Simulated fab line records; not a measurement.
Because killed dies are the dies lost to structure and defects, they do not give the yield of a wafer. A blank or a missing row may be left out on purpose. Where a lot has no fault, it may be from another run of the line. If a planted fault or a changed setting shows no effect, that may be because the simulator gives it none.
Chamber matching | flow berkeley_cmos170 | 4 sister chambers for UCB170_GATE_ETCH_15 on rie_si-01
The step etches poly-Si in HBr/Cl2, stops on SiO2, time 56.3 s, target depth 278.2 nm. 4 wafers are shown with their chamber, then 7 later ones without.

## WAFERS, EACH WITH ITS CHAMBER
wafer  | chamber | throttle_valve_pct (%)
L514.3 | 2       | 26.67
L514.5 | 0       | 26.52
L517.2 | 1       | 26.57
L517.3 | 3       | 26.08

## WAFERS WITH NO CHAMBER GIVEN
wafer  | throttle_valve_pct (%)
L517.6 | 26.57
L515.3 | 26.50
L515.4 | 26.56
L515.5 | 26.05
L516.1 | 26.07
L516.2 | 26.50
L516.5 | 26.58

## CHAMBER TAKEN BY EACH
wafer  | from the rows above     | in truth
L517.6 | 1                       | 1
L515.3 | 0                       | 0
L515.4 | can't be placed: 1 or 0 | 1
L515.5 | 3                       | 3
L516.1 | 3                       | 3
L516.2 | 0                       | 0
L516.5 | 1                       | 1
6 of 7 placed correctly. These rows do not allow placing 1 (true chamber among the candidates in 1). Wrongly placed: 0.
How it was worked out, from the rows above alone: a wafer's distance from a chamber is the root of the sum, over the readings, of the square of ((its reading less the chamber's mean) divided by the reading's scatter). If the next closest chamber is less than 2 further off than the closest, the wafer can't be placed; otherwise it belongs to the closest. A chamber's mean is the mean of its shown wafers. The scatter (one wafer shown for each chamber): square how far every hidden wafer sits from the nearest shown wafer, average those squares and take the square root.
